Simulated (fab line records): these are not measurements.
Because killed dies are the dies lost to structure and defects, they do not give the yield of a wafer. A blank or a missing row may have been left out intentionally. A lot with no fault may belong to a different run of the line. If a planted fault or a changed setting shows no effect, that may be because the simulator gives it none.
Struck lot and sound lot, side by side :: flow ritCmos :: 34 out of 202 route steps
Sound: the wafers L494.1, L494.3, L494.5. Wafers struck: L501.2, L501.4, L501.6. At the end, the cause is stated.
Order at every step that has rows: each side's tool, ch and its chambers, its first start. Under that, the readings that differ: sound wafers :: struck wafers :: difference of the means :: sigmas: that difference in standard deviations of wafers without a fault.
alike: a reading whose means differ by less than 2 such deviations, as well as words and numbers matching on both sides. not compared: withheld readings; readings where some wafer has no value; bounds like >300 that might hide an equal value; numbers whose values overlap and for which the record gives no deviation.
A row with sigmas, a row that says differs or no value, or rows on one side alone: a step with any of these is where the two part. Non-overlapping numbers with no deviation appear without sigmas and do not part them. Lack of a reading on every wafer of one side parts them only where that side has two or more wafers.

first, 2 steps without rows for these wafers: RIT_SPACER_CLEAN_02 (cleans in SC2, time 600 s); RIT_SPACER_CVD_03 (deposits Si3N4 from SiH2Cl2/NH3, target thk 250 nm, time 3300 s).
RIT_SPACER_THK_MEAS_04:
  struck on filmMetro-04, day 7 07:10; sound on filmMetro-02, day 5 12:02
  alike: SPACER_NITRIDE_THK
RIT_SPACER_ETCHBACK_05: etches Si3N4 in SF6/CHF3, stops on SiO2, target depth 250 nm, time 240 s.
  sound on rieDiel-04 ch 0,2,3, day 5 12:05; struck on rieDiel-04 ch 0,3, day 7 07:13
reading: rfFwdPowerW (W)
sound: 249.5 251.1 249.2
struck: 248.5 247.9 248.1
difference: -1.8
sigmas: -2
  alike: CHF3_flow_sccm, drypumpMotorCurrentA, oesProductAu, throttleValvePct
  not compared: rfHoursCounterH
then, 6 steps without rows for these wafers: RIT_NSD_HMDS_00 (prime time 60 s); RIT_NSD_COAT_01 (resist thk 1000 nm); RIT_NSD_SOFTBAKE_02 (time 60 s); RIT_NSD_EXPOSE_03 (exposes mask M9, target cd 40700 nm); RIT_NSD_PEB_04; RIT_NSD_DEVELOP_05 (develop time 50 s).
RIT_NSD_OVL_MEAS_06:
  struck on overlay-02, day 7 08:14; sound on overlay-01, day 5 13:13
  alike: NSD_OVL
then, 1 step without rows for these wafers: RIT_NSD_HARDBAKE_07 (time 60 s).
RIT_NSD_IMPLANT_08:
  sound on implanter-01 ch 0, day 5 13:24; struck on implanter-01 ch 0, day 7 08:26
reading: doseIonsCm2
sound: 9.98e+14 9.984e+14 9.989e+14
struck: 1.0974e+15 1.0991e+15 1.0987e+15
difference: +9.9967e+13
sigmas: +91

reading: faradayCurrentUA
sound: 3236 3083 3114
struck: 3298 3450 3449
difference: +255
sigmas: +4
RIT_NSD_STRIP_09: strips in O2, time 180 s.
  sound on plasmaAsher-04 ch 1, day 5 13:33; struck on plasmaAsher-03 ch 0, day 7 08:34
reading: drypumpMotorCurrentA (A)
sound: 4.9 5.0 4.9
struck: 6.2 6.2 6.2
difference: +1.3
sigmas: +3
  not compared: rfHoursCounterH
RIT_NSD_TW_MEAS_10:
  struck on filmMetro-01, day 7 08:44; sound on filmMetro-02, day 5 13:43
reading: NSD_TW
sound: 3141 3132 3122
struck: 3243 3231 3267
difference: +115
sigmas: +5
then, 6 steps without rows for these wafers: RIT_PSD_HMDS_00 (prime time 60 s); RIT_PSD_COAT_01 (resist thk 1000 nm); RIT_PSD_SOFTBAKE_02 (time 60 s); RIT_PSD_EXPOSE_03 (exposes mask M10, target cd 40900 nm); RIT_PSD_PEB_04; RIT_PSD_DEVELOP_05 (develop time 50 s).
RIT_PSD_OVL_MEAS_06:
  struck on overlay-02, day 7 09:57; sound on overlay-01, day 5 14:46
  alike: PSD_OVL
then, 2 steps without rows for these wafers: RIT_PSD_HARDBAKE_07 (time 60 s); RIT_PSD_IMPLANT_08.
RIT_PSD_STRIP_09: strips in O2, time 180 s.
  sound on plasmaAsher-04 ch 0, day 5 15:15; struck on plasmaAsher-01 ch 0,1, day 7 10:26
  alike: drypumpMotorCurrentA
  not compared: rfHoursCounterH
RIT_PSD_TW_MEAS_10:
  struck on filmMetro-02, day 7 10:37; sound on filmMetro-01, day 5 15:26
  alike: PSD_TW
then, 3 steps without rows for these wafers: RIT_SDANNEAL_CLEAN_00 (cleans in SC1, time 600 s); RIT_SDANNEAL_CLEAN_01 (cleans in dHF, time 30 s); RIT_SDANNEAL_CLEAN_02 (cleans in SC2, time 600 s).
RIT_SDANNEAL_RTA_03: time 5 s.
  sound on rtpAnneal-02 ch 0, day 5 16:12; struck on rtpAnneal-01 ch 0, day 7 11:04
  alike: wafer_temp_C_max
RIT_SDANNEAL_RS_MEAS_04: measures by four-point-probe.
  struck on filmMetro-01, day 7 11:08; sound on filmMetro-01, day 5 16:16
  alike: PSD_RS
RIT_SDANNEAL_RS_MEAS_05: measures by four-point-probe.
  struck on filmMetro-01, day 7 11:16; sound on filmMetro-01, day 5 16:23
reading: NSD_RS (ohm/sq)
sound: 84.6 84.9 84.9
struck: 78.9 78.9 78.7
difference: -6.0
sigmas: -18
RIT_SDANNEAL_RS_MEAS_06: measures by four-point-probe.
  struck on filmMetro-01, day 7 11:23; sound on filmMetro-01, day 5 16:30
  alike: PLDD_RS
RIT_M1_PROBE_99:
  struck on prober-02, day 7 19:43; sound on prober-01, day 6 00:28
reading: model.etest.contactNplus.endOhmUm
sound: 41.25 42.83 42
struck: 36.8 36.51 35.17
difference: -5.9
sigmas: 
  alike: killedAtFrontEnd, killedDies, killedOpen, killedShort

== WHERE THEY PART ==
First at RIT_SPACER_ETCHBACK_05; last, within this record, at RIT_SDANNEAL_RS_MEAS_05. Later steps at which nothing parts them and some readings are alike: RIT_SDANNEAL_RS_MEAS_06, RIT_M1_PROBE_99.

WHY: what the simulator had put in
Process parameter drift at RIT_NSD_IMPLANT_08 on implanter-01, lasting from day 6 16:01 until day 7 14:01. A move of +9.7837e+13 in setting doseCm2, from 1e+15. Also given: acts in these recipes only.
